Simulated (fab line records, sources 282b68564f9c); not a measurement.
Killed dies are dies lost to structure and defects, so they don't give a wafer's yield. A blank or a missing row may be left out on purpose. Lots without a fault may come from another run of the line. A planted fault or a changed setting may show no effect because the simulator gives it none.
Problem report in the 8D (eight disciplines) form, filled by code | flow rit_cmos | the parts of the form that need people (team, actions taken, sign-off) are left out

1. THE PROBLEM
o2_flow_sccm at RIT_PLDD_STRIP_09 reads a mean of 4802 sccm on 2 wafers of 2 lots; wafers without a fault read 3998 sccm with a standard deviation of 12. That is +67 standard deviations from the usual mean.
The step: strips in O2, time 180 s.
First seen on wafer L254.3, day 5 10:03, on plasma_asher-01. The record holds 42 wafers of 14 lots with a number at this step. Rule for "out", or "out of limits": more than 4 standard deviations from the usual mean. The other wafers with a number count as sound.

2. WHAT IT IS AND WHAT IT IS NOT
question                    | is               | is not
which readings at this step | o2_flow_sccm     | drypump_motor_current_A
which lots                  | L254, L255       | L242, L244, L246, L247, L248, L249, L250, L253, L261, L262, L263, L264
which wafers of those lots  | L254.3, L255.3   | L254.2, L254.4, L255.4, L255.5
read on which tools         | plasma_asher-01  | plasma_asher-03, plasma_asher-04
when                        | from day 5 10:03 | up to then (26 sound wafers); but 14 sound wafers of L255, L261, L262, L263, L264 came after

3. SUSPECTS, AND WHAT RULES EACH OUT
Counting: a tool at a process step up to the reading stays a suspect if it ran every lot that is out. Sound lots after the first of them don't rule it out here, since some wafers of a struck lot are sound.
- plasma_asher-01 at RIT_PLDD_STRIP_09 (strips in O2, time 180 s): kept. It ran every lot that is out, first L254 (day 5 10:03); its last sound lot up to then is L253 (day 5 02:28). Its own readings are out on those wafers: o2_flow_sccm.
- Within plasma_asher-01 at RIT_PLDD_STRIP_09: the wafers that are out ran in chamber 1; their sound lot-mates ran in chamber 0.
Left after counting: plasma_asher-01 at RIT_PLDD_STRIP_09.

4. THE CAUSE (what the simulator had put in)
Process parameter drift: plasma_asher-01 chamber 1, from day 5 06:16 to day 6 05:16, at RIT_PLDD_STRIP_09. Setting o2_flow_sccm, moved by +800, from 4000. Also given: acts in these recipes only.
Counting left only this tool.

5. THE CHAIN OF EFFECTS, in route order
Each row: a reading whose mean over the struck wafers that have a number lies more than 3 standard deviations from the usual. Only readings for which the record gives a usual standard deviation are gone through. hours: the time from each lot's start at the first step in this table that gives one to its start at this step, as a median over the lots. sigmas: the change in usual standard deviations.
hours | step              | reading      | usual     | on struck wafers | change | sigmas
0     | RIT_PLDD_STRIP_09 | o2_flow_sccm | 3998 sccm | 4802             | +804   | +67
The process steps in it:
- RIT_PLDD_STRIP_09: strips in O2, time 180 s.

6. WHAT WOULD HAVE CAUGHT IT SOONER
In this record the first reading out of limits was taken at day 5 10:03, 4 hours after the fault began at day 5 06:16.
